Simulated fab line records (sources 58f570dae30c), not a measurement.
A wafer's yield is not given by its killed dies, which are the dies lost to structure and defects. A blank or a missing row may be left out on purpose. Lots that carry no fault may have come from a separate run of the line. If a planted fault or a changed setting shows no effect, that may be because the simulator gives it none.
Which tool did it? | flow berkeley-cmos170 | Sampling: 14 lots, 38 wafers, 5 of 331 route steps

== WHAT THE GAUGES SHOWED, per wafer ==
UCB170_ACTIVE_THK_MEAS_03.
lot  | measured    | on            | ACTIVE_OXIDE_THK (nm)
L988 | day 4 07:35 | film-metro-02 | 25.5 26.0 25.6
L990 | day 5 04:20 | film-metro-02 | 27.3 27.2 26.9
L991 | day 5 04:22 | film-metro-03 | 26.0 26.0 26.4
L993 | day 5 21:01 | film-metro-04 | 26.9 26.3 26.4
L995 | day 5 21:04 | film-metro-04 | 26.8 26.5 26.5
L994 | day 5 21:08 | film-metro-04 | 26.6 26.1 26.7
L997 | day 6 12:39 | film-metro-03 | 26.3 26.0 25.9
L103 | day 7 06:09 | film-metro-04 | 26.9 26.6 26.7
L104 | day 7 18:42 | film-metro-03 | 26.6 26.6 27.1
L105 | day 8 08:54 | film-metro-03 | 27.3 27.3 27.2
L107 | day 8 08:54 | film-metro-02 | 26.9 27.6 27.2
L109 | day 8 19:22 | film-metro-03 | 26.6
L106 | day 8 19:23 | film-metro-02 | 26.4
L111 | day 9 03:26 | film-metro-02 | 26.5 26.5 26.5

UCB170_M1_CD_MEAS_90 targets a cd of 700 nm.
lot  | measured     | on        | cd-nm (nm)
L988 | day 8 11:18  | cd-sem-02 | 700.5 702.1 704.8
L990 | day 8 19:14  | cd-sem-01 | 698.2 700.6 699.4
L991 | day 8 20:07  | cd-sem-02 | 699.5 699.5 699.6
L993 | day 9 11:25  | cd-sem-01 | 699.2 698.8 701.4
L995 | day 9 11:28  | cd-sem-02 | 700.6 700.5 701.5
L994 | day 9 11:57  | cd-sem-01 | 698.8 698.7 698.1
L997 | day 10 10:36 | cd-sem-01 | 698.3 698.8 697.4
L103 | day 10 22:06 | cd-sem-01 | 703.7 704.7 703.2
L104 | day 11 13:36 | cd-sem-02 | 700.7 698.8 700.0
L105 | day 12 00:22 | cd-sem-01 | 701.4 700.6 700.6
L107 | day 12 00:36 | cd-sem-02 | 698.0 697.8 698.6
L109 | day 12 15:16 | cd-sem-01 | 715.7
L106 | day 12 17:16 | cd-sem-02 | 719.6
L111 | day 12 17:31 | cd-sem-02 | 700.0 698.0 698.7

UCB170_V1_OVL_MEAS_13.
lot  | measured     | on         | V1_OVL (nm)
L988 | day 8 15:26  | overlay-01 | -1 4 4
L990 | day 8 23:50  | overlay-02 | -3 -12 -4
L991 | day 9 00:07  | overlay-01 | -6 1 -8
L993 | day 9 15:34  | overlay-01 | -14 -3 -5
L995 | day 9 16:08  | overlay-01 | 1 -7 -2
L994 | day 9 16:23  | overlay-01 | 5 -2 10
L997 | day 10 14:26 | overlay-01 | -2 -1 -5
L103 | day 11 02:53 | overlay-02 | -2 -3 2
L104 | day 11 17:08 | overlay-02 | -2 1 -3
L105 | day 12 05:47 | overlay-01 | -10 -9 -12
L107 | day 12 05:53 | overlay-02 | 3 -3 -10
L111 | day 12 21:28 | overlay-01 | -8 -4 -1

UCB170_M3_RS_MEAS_02: measurement is done with a four-point probe.
lot  | measured     | on            | M3_AL_RS (ohm/sq)
L988 | day 8 21:38  | film-metro-03 | 0.0325 0.0326 0.0323
L990 | day 9 06:56  | film-metro-02 | 0.0327 0.0326 0.0325
L991 | day 9 07:10  | film-metro-03 | 0.0326 0.0324 0.0327
L993 | day 9 21:34  | film-metro-04 | 0.0322 0.0322 0.0321
L995 | day 9 22:41  | film-metro-03 | 0.0320 0.0320 0.0322
L994 | day 9 22:44  | film-metro-04 | 0.0325 0.0324 0.0324
L997 | day 10 21:37 | film-metro-02 | 0.0321 0.0321 0.0321
L103 | day 11 09:43 | film-metro-02 | 0.0322 0.0323 0.0322
L104 | day 12 01:02 | film-metro-02 | 0.0322 0.0323 0.0320
L105 | day 12 13:42 | film-metro-04 | 0.0329 0.0325 0.0325
L107 | day 12 13:59 | film-metro-04 | 0.0318 0.0324 0.0319
L111 | day 13 06:26 | film-metro-03 | 0.0315 0.0316 0.0314

== TOOL THAT RAN EACH LOT (tool first, then ch and the chambers of the sampled wafers, then the start) ==
lot  | UCB170_M1_METAL_ETCH_12
L988 | rie-metal-01 ch 0,1, day 8 11:04
L990 | rie-metal-01 ch 0,1, day 8 18:59
L991 | rie-metal-03 ch 0,1, day 8 19:52
L993 | rie-metal-01 ch 0, day 9 11:05
L995 | rie-metal-04 ch 0,1, day 9 11:14
L994 | rie-metal-03 ch 0,1, day 9 11:43
L997 | rie-metal-04 ch 0, day 10 10:16
L103 | rie-metal-03 ch 0, day 10 21:52
L104 | rie-metal-01 ch 0,1, day 11 13:20
L105 | rie-metal-04 ch 0,1, day 12 00:06
L107 | rie-metal-01 ch 0,1, day 12 00:21
L109 | rie-metal-01 ch 1, day 12 15:02
L106 | rie-metal-01 ch 1, day 12 17:02
L111 | rie-metal-04 ch 0,1, day 12 17:15
- UCB170_M1_METAL_ETCH_12: etches Al in Cl2/BCl3, stops on PSG, target depth 780 nm, time 130 s.

== WHAT THE TOOLS THEMSELVES READ (means of the sampled wafers that have a number; where no wafer has one, the mark that the record gives instead) ==
UCB170_M1_METAL_ETCH_12.
lot  | tool         | drypump-motor-current-A (A) | oes-product-au (a.u.) | run-length-s (s) | throttle-valve-pct (%)
L988 | rie-metal-01 | 6.0                         | 0.845                 | 158.2            | 24.31
L990 | rie-metal-01 | 5.9                         | 0.846                 | 158.1            | 24.26
L991 | rie-metal-03 | 5.6                         | 0.857                 | 158.4            | 24.35
L993 | rie-metal-01 | 5.8                         | 0.839                 | 158.2            | 24.19
L995 | rie-metal-04 | 5.9                         | 0.844                 | 158.4            | 24.73
L994 | rie-metal-03 | 5.6                         | 0.861                 | 158.4            | 24.36
L997 | rie-metal-04 | 6.3                         | 0.847                 | 158.3            | 24.70
L103 | rie-metal-03 | 5.4                         | 0.849                 | 158.3            | 24.42
L104 | rie-metal-01 | 5.9                         | 0.841                 | 158.0            | 24.29
L105 | rie-metal-04 | 5.6                         | 0.841                 | 158.0            | 24.75
L107 | rie-metal-01 | 6.0                         | 0.845                 | 158.5            | 24.37
L109 | rie-metal-01 | 6.1                         | 0.989                 | 85.4             | 24.40
L106 | rie-metal-01 | 6.1                         | 0.998                 | 85.4             | 24.40
L111 | rie-metal-04 | 5.6                         | 0.846                 | 158.2            | 24.74

== THE ANSWER, worked out from the rows above alone ==
Rule: the usual values come from the lots themselves. Put in order of their means at a reading, lots are off if they are a third of the lots or fewer, leave a main group of 4 or more, and stand apart from it by a gap of 3 or more times the standard deviation of the main group's means; of several such gaps the widest counts. A main group whose means are all the same, to the digits that the tables above print for the reading, isn't used. Also off: a lot with no number at a reading for which 4 or more lots have one. Any other lot the step has rows for is counted as sound. Order of review: gauges by route order, followed by the tools' own readings, for which a lot's mean as printed above is used. The first step at which some lot is off is used, and at that step the reading that is off furthest; a lot without a number counts as furthest.
Off: L109, L106 (UCB170_M1_CD_MEAS_90, cd-nm). For the main group the mean is 700.0 nm and the standard deviation 1.7.
If a tool, at a process step before that reading, ran all the lots that are off and no sound lot after the first of them, it fits. Not tried: the gauges at UCB170_M1_CD_MEAS_90; whatever is off there is also off at UCB170_M1_METAL_ETCH_12, on other tools, and gauge error can't account for it. One fits: rie-metal-01 at UCB170_M1_METAL_ETCH_12. Its last sound lot is L107 (day 12 00:21), its first lot that is off L109 (day 12 15:02): a fault that began between those two fits.
The tool's own readings at UCB170_M1_METAL_ETCH_12 bear it out: on the lots that are off they differ by more than 5 times the standard deviation of the sound lots' means. oes-product-au reads 0.994 a.u. there against 0.847 a.u. on the sound lots; run-length-s reads 85.4 s there against 158.2 s on the sound lots.

== WHAT WAS PUT IN BY THE SIMULATOR ==
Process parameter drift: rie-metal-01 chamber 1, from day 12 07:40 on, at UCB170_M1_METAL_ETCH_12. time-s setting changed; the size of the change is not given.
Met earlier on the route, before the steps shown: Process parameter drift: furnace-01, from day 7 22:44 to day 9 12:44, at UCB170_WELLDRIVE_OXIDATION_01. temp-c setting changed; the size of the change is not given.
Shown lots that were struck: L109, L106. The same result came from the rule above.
